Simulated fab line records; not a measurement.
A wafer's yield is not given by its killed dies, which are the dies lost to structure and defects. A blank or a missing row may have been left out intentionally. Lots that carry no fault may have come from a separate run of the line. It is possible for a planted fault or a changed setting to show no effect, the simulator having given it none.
Commonality check across tools + flow berkeley-cmos170 + Sample size 15 lots and 45 wafers

## WHY THIS WAS OPENED
Of 15 lots, 3 have the reading M1_AL_RS flagged at UCB170_M1_RS_MEAS_01. Wafers without a fault read 0.0486 ohm/sq, standard deviation 0.00042.
Rule: a lot is flagged in two cases, either no wafer of it has a number, or all its wafers with numbers fall more than 4 standard deviations from that mean. The rest of the lots are taken to be sound.

| lot  | measured     | on            | M1_AL_RS (ohm/sq), wafer by wafer | flag    |
|------|--------------|---------------|-----------------------------------|---------|
| L954 | day 8 09:03  | film-metro-02 | 0.0485 0.0482 0.0485              |         |
| L955 | day 8 10:56  | film-metro-02 | 0.0487 0.0485 0.0485              |         |
| L956 | day 8 11:43  | film-metro-03 | 0.0483 0.0483 0.0488              |         |
| L960 | day 10 02:04 | film-metro-03 | 0.0484 0.0480 0.0485              |         |
| L958 | day 10 04:06 | film-metro-02 | 0.0483 0.0482 0.0489              |         |
| L961 | day 10 10:18 | film-metro-02 | 0.0241 0.0241 0.0240              | FLAGGED |
| L962 | day 10 10:19 | film-metro-03 | 0.0496 0.0485 0.0485              |         |
| L964 | day 10 17:59 | film-metro-02 | 0.0241 0.0239 0.0241              | FLAGGED |
| L963 | day 10 18:07 | film-metro-01 | 0.0242 0.0240 0.0243              | FLAGGED |
| L966 | day 11 15:28 | film-metro-02 | 0.0487 0.0483 0.0486              |         |
| L970 | day 12 10:53 | film-metro-02 | 0.0488 0.0495 0.0483              |         |
| L972 | day 12 21:58 | film-metro-02 | 0.0489 0.0494 0.0498              |         |
| L974 | day 13 00:52 | film-metro-01 | 0.0486 0.0483 0.0484              |         |
| L976 | day 13 02:13 | film-metro-01 | 0.0487 0.0490 0.0485              |         |
| L975 | day 13 02:55 | film-metro-03 | 0.0481 0.0482 0.0488              |         |
Average over the flagged lots: 0.0241 ohm/sq; offset from the usual -0.0245 ohm/sq, equal to -58 standard deviations.

## WHICH TOOL RAN EACH LOT
The record keeps 1 process step preceding the reading, out of 331 steps on the route. In each cell: the tool, then ch and the chambers that the sampled wafers went through, then the start.
| lot  | flag    | UCB170_M1_SPUTTER_00         |
|------|---------|------------------------------|
| L954 |         | pvd-sputter-01, day 8 08:59  |
| L955 |         | pvd-sputter-03, day 8 10:52  |
| L956 |         | pvd-sputter-04, day 8 11:39  |
| L960 |         | pvd-sputter-01, day 10 02:01 |
| L958 |         | pvd-sputter-04, day 10 03:59 |
| L961 | FLAGGED | pvd-sputter-03, day 10 10:01 |
| L962 |         | pvd-sputter-01, day 10 10:14 |
| L964 | FLAGGED | pvd-sputter-03, day 10 17:42 |
| L963 | FLAGGED | pvd-sputter-01, day 10 17:50 |
| L966 |         | pvd-sputter-03, day 11 15:23 |
| L970 |         | pvd-sputter-01, day 12 10:50 |
| L972 |         | pvd-sputter-03, day 12 21:52 |
| L974 |         | pvd-sputter-03, day 13 00:46 |
| L976 |         | pvd-sputter-03, day 13 02:08 |
| L975 |         | pvd-sputter-01, day 13 02:51 |
What these steps do:
- UCB170_M1_SPUTTER_00: material Al, target thk 600 nm, time 80 s.
- UCB170_M1_RS_MEAS_01: measures by four-point-probe.

## FLAGGED AGAINST TOTAL, ONE TOOL AT A TIME (gauges that did the reading follow at the end)
| step                 | tool           | lots run | flagged | share of the flagged lots | sound lots run after its first flagged lot |
|----------------------|----------------|----------|---------|---------------------------|--------------------------------------------|
| UCB170_M1_SPUTTER_00 | pvd-sputter-01 | 6        | 1       | some                      | 2 (L970,L975)                              |
| UCB170_M1_SPUTTER_00 | pvd-sputter-03 | 7        | 2       | some                      | 4 (L966,L972,L974,L976)                    |
| UCB170_M1_SPUTTER_00 | pvd-sputter-04 | 2        | 0       | none                      | -                                          |
| UCB170_M1_RS_MEAS_01 | film-metro-01  | 3        | 1       | some                      | 2 (L974,L976)                              |
| UCB170_M1_RS_MEAS_01 | film-metro-02  | 8        | 2       | some                      | 3 (L966,L970,L972)                         |
| UCB170_M1_RS_MEAS_01 | film-metro-03  | 4        | 0       | none                      | -                                          |

## WHAT THE TABLE PERMITS
No row of the table ran every flagged lot.

## WHAT HAD BEEN PUT IN BY THE SIMULATOR
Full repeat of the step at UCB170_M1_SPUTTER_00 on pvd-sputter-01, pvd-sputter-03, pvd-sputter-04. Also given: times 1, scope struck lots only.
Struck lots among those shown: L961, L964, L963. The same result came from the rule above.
